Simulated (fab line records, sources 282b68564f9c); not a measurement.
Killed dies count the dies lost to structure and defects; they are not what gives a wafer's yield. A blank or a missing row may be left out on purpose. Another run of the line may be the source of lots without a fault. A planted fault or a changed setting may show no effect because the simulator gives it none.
Check for tools in common | flow ritCmos | 42 wafers sampled across 13 lots

THE REASON FOR OPENING IT
Of 13 lots, 1 have the reading NWELL_TW flagged at RIT_NWELL_TW_MEAS_10. Wafers without a fault read 2148, standard deviation 14.
Rule: a lot gets a flag if all its wafers with a number sit over 4 standard deviations from that mean, or if no wafer of it has a number. The other lots count as sound.

lot  | measured    | on           | NWELL_TW, wafer by wafer | flag
L729 | day 1 23:12 | filmMetro-03 | 2147 2156 2138           | 
L730 | day 2 03:58 | filmMetro-03 | 2153 2148 2141           | 
L733 | day 2 18:32 | filmMetro-02 | 30 30 30 30 30 30        | FLAGGED
L739 | day 4 01:23 | filmMetro-03 | 2138 2157 2144           | 
L741 | day 4 12:34 | filmMetro-04 | 2160 2149 2155           | 
L744 | day 5 02:23 | filmMetro-04 | 2178 2186 2185           | 
L745 | day 5 05:34 | filmMetro-03 | 2137 2142 2144           | 
L746 | day 5 13:00 | filmMetro-04 | 2159 2174 2163           | 
L747 | day 5 18:28 | filmMetro-02 | 2114 2136 2125           | 
L748 | day 5 22:59 | filmMetro-02 | 2134 2133 2126           | 
L749 | day 6 01:57 | filmMetro-03 | 2152 2165 2159           | 
L750 | day 6 08:23 | filmMetro-02 | 2161 2158 2144           | 
L752 | day 6 18:20 | filmMetro-04 | 2153 2154 2150           | 
Averaged over the flagged lots the numbers come to 30, -2118 from the usual (-99 or more standard deviations).

WHICH TOOL EACH LOT WENT THROUGH
The record keeps 1 process step preceding the reading, out of 202 steps on the route. Cell contents, in order: the tool; ch with the chambers the sampled wafers went through; the start.
lot  | flag    | RIT_NWELL_EXPOSE_03
L729 |         | ilineStepper-02 ch 0, day 1 22:10
L730 |         | ilineStepper-02 ch 0, day 2 02:57
L733 | FLAGGED | ilineStepper-02 ch 0, day 2 17:31
L739 |         | ilineStepper-02 ch 0, day 4 00:22
L741 |         | ilineStepper-01 ch 0, day 4 11:32
L744 |         | ilineStepper-02 ch 0, day 5 01:22
L745 |         | ilineStepper-02 ch 0, day 5 04:30
L746 |         | ilineStepper-01 ch 0, day 5 11:59
L747 |         | ilineStepper-02 ch 0, day 5 17:26
L748 |         | ilineStepper-01 ch 0, day 5 21:57
L749 |         | ilineStepper-02 ch 0, day 6 00:56
L750 |         | ilineStepper-02 ch 0, day 6 07:20
L752 |         | ilineStepper-01 ch 0, day 6 17:05
What these steps do:
- RIT_NWELL_EXPOSE_03: exposes mask M2, target cd 43900 nm.
- RIT_NWELL_TW_MEAS_10

FLAGGED AGAINST TOTAL, ONE TOOL AT A TIME (gauges that did the reading follow at the end)
step                 | tool            | lots run | flagged | share of the flagged lots | sound lots run after its first flagged lot
RIT_NWELL_EXPOSE_03  | ilineStepper-01 | 4        | 0       | none                      | -
RIT_NWELL_EXPOSE_03  | ilineStepper-02 | 9        | 1       | all                       | 6 (L739,L744,L745,L747,L749,L750)
RIT_NWELL_TW_MEAS_10 | filmMetro-02    | 4        | 1       | all                       | 3 (L747,L748,L750)
RIT_NWELL_TW_MEAS_10 | filmMetro-03    | 5        | 0       | none                      | -
RIT_NWELL_TW_MEAS_10 | filmMetro-04    | 4        | 0       | none                      | -

WHAT THE TABLE ALLOWS
ilineStepper-02 at RIT_NWELL_EXPOSE_03 and filmMetro-02 at RIT_NWELL_TW_MEAS_10 are the 2 rows of the table that ran each flagged lot.
- ilineStepper-02 at RIT_NWELL_EXPOSE_03 ran 9 lots, 1 of them flagged. Sound lots followed the first flagged one (L739, L744, L745, L747, L749, L750) on it, something a lasting fault affecting the whole tool could not allow.
- filmMetro-02 at RIT_NWELL_TW_MEAS_10 ran 4 lots, 1 of them flagged. Sound lots followed the first flagged one (L747, L748, L750) on it, something a lasting fault affecting the whole tool could not allow.
No row of the table ran every flagged lot and no sound lot after the first.

WHAT HAD BEEN PUT IN BY THE SIMULATOR
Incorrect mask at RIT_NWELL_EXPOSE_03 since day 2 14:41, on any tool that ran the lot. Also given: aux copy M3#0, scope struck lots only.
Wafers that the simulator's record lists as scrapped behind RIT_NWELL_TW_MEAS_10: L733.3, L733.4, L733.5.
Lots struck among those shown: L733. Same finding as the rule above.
